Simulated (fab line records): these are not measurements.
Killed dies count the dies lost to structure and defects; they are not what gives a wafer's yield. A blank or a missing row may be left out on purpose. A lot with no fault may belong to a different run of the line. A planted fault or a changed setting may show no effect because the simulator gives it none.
A struck lot beside a sound one	flow berkeleyCmos170	21 steps out of a route of 331
Sound: wafers L692.2, L692.4, L692.5. Wafers L704.2, L704.4, L704.5 were the ones struck. The cause comes at the end.
Per side, at each step with rows, come the tool, then ch with its chambers, and then its first start. Under that, the readings that differ: sound wafers	struck wafers	difference of the means	sigmas: that difference in standard deviations of wafers without a fault.
alike: words and numbers the same on both sides, and readings whose means are apart by under 2 such deviations; not compared: readings that were withheld, readings missing a value for some wafer, numbers with overlapping values and no deviation given by the record, and bounds like >300 which may hide the same value.
The two part at a step that has a row with sigmas, a row that says differs or no value, or rows on one side only. When numbers do not overlap yet have no deviation, they are printed without sigmas and do not part them. Lack of a reading on every wafer of one side parts them only where that side has two or more wafers.

first, 1 step without rows for these wafers: UCB170_ZERO_DEVELOP_05 (develop time 45 s).
UCB170_ZERO_ETCH_06: etches SiO2 in CHF3/CF4/Ar, time 12 s.
  sound on rieDiel-02 ch 0,2,3, day 2 06:10; struck on rieDiel-03 ch 0,1,3, day 4 15:48
  alike: drypumpMotorCurrentA, oesProductAu, throttleValvePct
  not compared: rfHoursCounterH
UCB170_ZERO_STRIP_07: strips in O2.
  sound on plasmaAsher-01 ch 1, day 2 06:11; struck on plasmaAsher-01 ch 0,1, day 4 15:50
  alike: drypumpMotorCurrentA, oesProductAu, stripTimeToEndpointS
  not compared: rfHoursCounterH
then, 2 steps without rows for these wafers: UCB170_NWELL_WET_ETCH_00 (etches SiO2 in dHF, time 200 s); UCB170_NWELL_OXIDATION_01 (target thk 26.4 nm, ox time 1260 s).
UCB170_NWELL_THK_MEAS_02:
  sound on filmMetro-01 at day 2 08:02; struck on filmMetro-04 at day 5 02:44
  alike: NWELL_OXIDE_THK
then, 2 steps without rows for these wafers: UCB170_NWELL_ANNEAL_03 (time 900 s); UCB170_NWELL_CVD_04 (deposits Si3N4 from SiH2Cl2/NH3, target thk 224 nm, time 3360 s).
UCB170_NWELL_THK_MEAS_05:
  sound on filmMetro-01 at day 2 18:58; struck on filmMetro-02 at day 5 15:04
  alike: NWELL_NITRIDE_THK
then, 3 steps without rows for these wafers: UCB170_NWELL_HMDS_06 (prime time 60 s); UCB170_NWELL_COAT_07 (resist thk 900 nm); UCB170_NWELL_SOFTBAKE_08 (time 60 s).
UCB170_NWELL_EXPOSE_09: exposes mask NWELL, target cd 3000 nm.
  sound on krfScanner-02 ch 0, day 2 20:01; struck on krfScanner-02 ch 0, day 5 15:49
reading	sound	struck	difference	sigmas
mask	NWELL#0 NWELL#0 NWELL#0	PWELL#0 PWELL#0 PWELL#0	differs	
then, 2 steps without rows for these wafers: UCB170_NWELL_PEB_10; UCB170_NWELL_DEVELOP_11 (develop time 45 s).
UCB170_NWELL_OVL_MEAS_12:
  sound on overlay-01 at day 2 20:23; struck on overlay-01 at day 5 16:23
reading	sound	struck	difference	sigmas
NWELL_OVL (nm)	-1 -3 -3	- - -	no value on the struck wafers	
UCB170_NWELL_ETCH_13: etches Si3N4 in CH3F/Ar/O2, stops on SiO2, target depth 246.4 nm, time 154 s.
  sound on rieDiel-01 ch 1,3, day 2 20:25; struck on rieDiel-01 ch 2,3, day 5 16:25
  alike: drypumpMotorCurrentA, oesProductAu, throttleValvePct
  not compared: rfHoursCounterH
then, 1 step without rows for these wafers: UCB170_NWELL_IMPLANT_14.
UCB170_NWELL_STRIP_15: strips in O2.
  sound on plasmaAsher-02 ch 1, day 2 20:40; struck on plasmaAsher-02 ch 0, day 5 16:40
  alike: drypumpMotorCurrentA, oesProductAu, stripTimeToEndpointS
  not compared: rfHoursCounterH
UCB170_NWELL_TW_MEAS_16:
  sound on filmMetro-01 at day 2 20:47; struck on filmMetro-02 at day 5 17:01
reading	sound	struck	difference	sigmas
NWELL_TW	1250 1243 1250	30 30 30	-1218	-99 or more
  not compared: hold
UCB170_M3_PROBE_99:
  rows exist in the record for the sound wafers here (prober-01, day 10 00:28), none for the struck ones

== WHERE THEY PART ==
Earliest at UCB170_NWELL_EXPOSE_09; latest, in this record, at UCB170_M3_PROBE_99.

WHY: what the simulator had put in
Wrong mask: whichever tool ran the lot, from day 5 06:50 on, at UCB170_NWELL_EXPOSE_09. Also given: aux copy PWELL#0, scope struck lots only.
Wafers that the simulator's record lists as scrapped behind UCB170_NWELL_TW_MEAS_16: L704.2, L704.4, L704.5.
